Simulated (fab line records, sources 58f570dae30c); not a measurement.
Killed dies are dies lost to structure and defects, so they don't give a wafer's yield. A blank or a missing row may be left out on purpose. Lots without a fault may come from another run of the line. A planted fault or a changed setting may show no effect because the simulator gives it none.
Which tool did it? | flow berkeley_cmos170 | 7 lots, 21 wafers sampled, at 1 step of a route of 331

WHAT THE GAUGES READ, wafer by wafer
UCB170_ACTIVE_CD_MEAS_90: target cd 1200 nm.
lot  | measured    | on        | cd_nm (nm)
L692 | day 5 02:07 | cd_sem-02 | 1198.7 1197.0 1196.8
L694 | day 5 12:28 | cd_sem-02 | 1198.0 1196.6 1194.2
L700 | day 6 07:05 | cd_sem-02 | 1200.7 1199.3 1200.7
L702 | day 6 16:52 | cd_sem-01 | 1200.1 1200.1 1200.3
L703 | day 7 09:37 | cd_sem-01 | 1198.6 1198.2 1199.0
L706 | day 8 01:26 | cd_sem-01 | 1199.8 1199.3 1201.3
L708 | day 8 08:02 | cd_sem-01 | 1199.8 1198.6 1200.0

WHICH TOOL RAN EACH LOT (tool, then ch and the chambers of the sampled wafers, then the start)
The record holds no process step before these readings.

THE ANSWER, worked out from the rows above alone
Rule: what is usual is taken from the lots themselves. Put in order of their means at a reading, lots are off if they are a third of the lots or fewer, leave a main group of 4 or more, and stand apart from it by a gap of 3 or more times the standard deviation of the main group's means; of several such gaps the widest counts. A main group whose means are all the same, to the digits that the tables above print for the reading, isn't used. A lot without any number at a reading at which 4 lots or more have one is off too. The other lots that the step has rows for count as sound.
No lot is off at any reading shown: from this, nothing can be told.

WHAT THE SIMULATOR HAD PUT IN
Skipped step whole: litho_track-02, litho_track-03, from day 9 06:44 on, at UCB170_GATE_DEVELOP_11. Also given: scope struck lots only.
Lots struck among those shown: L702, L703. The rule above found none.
